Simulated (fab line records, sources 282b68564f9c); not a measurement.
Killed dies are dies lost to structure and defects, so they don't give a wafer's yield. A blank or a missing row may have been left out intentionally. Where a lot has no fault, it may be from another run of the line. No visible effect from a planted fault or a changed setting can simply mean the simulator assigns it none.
Which of the tools did it? -- flow rit_cmos -- 21 wafers from 7 lots sampled at 2 of the route's 202 steps

== WHAT EACH GAUGE READ, for each wafer ==
RIT_PSD_TW_MEAS_10.
lot,measured,on,PSD_TW
L298,day 3 17:47,film_metro-04,3456 3478 3467
L302,day 4 17:41,film_metro-01,3483 3465 3473
L305,day 5 06:31,film_metro-01,3495 3486 3503
L307,day 6 01:15,film_metro-01,30 30 30
L317,day 7 22:28,film_metro-02,3450 3430 3420
L318,day 8 01:32,film_metro-02,3440 3432 3444
L320,day 8 06:02,film_metro-01,3442 3436 3462

== TOOL THAT RAN EACH LOT (tool first, then ch and the chambers of the sampled wafers, then the start) ==
lot,RIT_NSD_STRIP_09
L298,"plasma_asher-01 ch 0, day 3 16:11"
L302,"plasma_asher-03 ch 0,1, day 4 16:01"
L305,"plasma_asher-01 ch 0,1, day 5 04:55"
L307,"plasma_asher-02 ch 0,1, day 5 23:31"
L317,"plasma_asher-02 ch 0,1, day 7 20:47"
L318,"plasma_asher-03 ch 0,1, day 7 23:35"
L320,"plasma_asher-01 ch 0,1, day 8 04:28"
- RIT_NSD_STRIP_09: strips in O2, time 180 s.

== THE ANSWER, worked out from the rows above alone ==
Rule: usual is defined by the lots themselves. The widest of any qualifying gaps counts: lots, ordered by their means at a reading, are off when they make up no more than a third of the lots, leave a main group of 4 or more, and stand apart from it by 3 or more times the standard deviation of that group's means. The tables above print the reading to a certain number of digits; a main group whose means all agree to those digits is not used. Also off: a lot with no number at a reading for which 4 or more lots have one. Where the step has rows for the other lots, those lots are counted as sound.
Off: L307, at RIT_PSD_TW_MEAS_10 (PSD_TW). The main group has a mean of 3459 with a standard deviation of 22.
A tool fits if, at a process step before that reading, it ran every lot that is off, and no sound lot after the first of them. Those tools and the gauges at RIT_PSD_TW_MEAS_10 are tried in the same way. No candidate that was tried fits.

== WHAT HAD BEEN PUT IN BY THE SIMULATOR ==
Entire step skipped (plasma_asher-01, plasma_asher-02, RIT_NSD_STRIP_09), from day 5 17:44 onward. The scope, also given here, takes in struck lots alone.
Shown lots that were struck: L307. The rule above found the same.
